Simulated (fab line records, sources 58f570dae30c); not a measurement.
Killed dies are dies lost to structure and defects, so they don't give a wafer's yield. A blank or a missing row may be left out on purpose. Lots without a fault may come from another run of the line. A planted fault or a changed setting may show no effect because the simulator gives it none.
Which tool did it? | flow berkeley_cmos170 | 7 lots, 21 wafers sampled, at 2 steps of a route of 331

WHAT THE GAUGES READ, wafer by wafer
UCB170_CONTACT_THK_MEAS_02.
lot  | measured     | on            | CONTACT_PSG_THK (nm)
L785 | day 6 16:06  | film_metro-03 | 698 697 701
L787 | day 7 12:02  | film_metro-03 | 706 704 706
L789 | day 7 13:49  | film_metro-03 | 704 711 710
L791 | day 8 15:26  | film_metro-01 | 695 700 700
L797 | day 9 16:59  | film_metro-02 | 747 750 747
L801 | day 10 06:11 | film_metro-02 | 696 697 694
L806 | day 11 09:47 | film_metro-01 | 695 694 686

WHICH TOOL RAN EACH LOT (tool, then ch and the chambers of the sampled wafers, then the start)
lot  | UCB170_CONTACT_CVD_01
L785 | lpcvd-02 ch 1, day 6 14:19
L787 | lpcvd-01 ch 1, day 7 10:15
L789 | lpcvd-01 ch 1, day 7 12:02
L791 | lpcvd-02 ch 1, day 8 13:38
L797 | lpcvd-01 ch 0, day 9 15:12
L801 | lpcvd-02 ch 1, day 10 04:23
L806 | lpcvd-02 ch 0, day 11 07:59
- UCB170_CONTACT_CVD_01: deposits PSG from SiH4/O2/PH3, target thk 700 nm, time 2820 s.

THE ANSWER, worked out from the rows above alone
Rule: what is usual is taken from the lots themselves. Put in order of their means at a reading, lots are off if they are a third of the lots or fewer, leave a main group of 4 or more, and stand apart from it by a gap of 3 or more times the standard deviation of the main group's means; of several such gaps the widest counts. A main group whose means are all the same, to the digits that the tables above print for the reading, isn't used. A lot without any number at a reading at which 4 lots or more have one is off too. The other lots that the step has rows for count as sound.
Off: L797, at UCB170_CONTACT_THK_MEAS_02 (CONTACT_PSG_THK). The main group: mean 700 nm, standard deviation 5.6.
A tool fits if, at a process step before that reading, it ran every lot that is off, and no sound lot after the first of them. The gauges at UCB170_CONTACT_THK_MEAS_02 are tried like those tools. One fits: lpcvd-01 at UCB170_CONTACT_CVD_01. Its last sound lot is L789 (day 7 12:02), its first lot that is off L797 (day 9 15:12): a fault that began between those two fits.

WHAT THE SIMULATOR HAD PUT IN
Process parameter drift: lpcvd-01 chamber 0, from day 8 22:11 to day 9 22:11, at UCB170_CONTACT_CVD_01. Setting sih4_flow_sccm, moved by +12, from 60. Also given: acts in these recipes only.
Lots struck among those shown: L797. The rule above found the same.
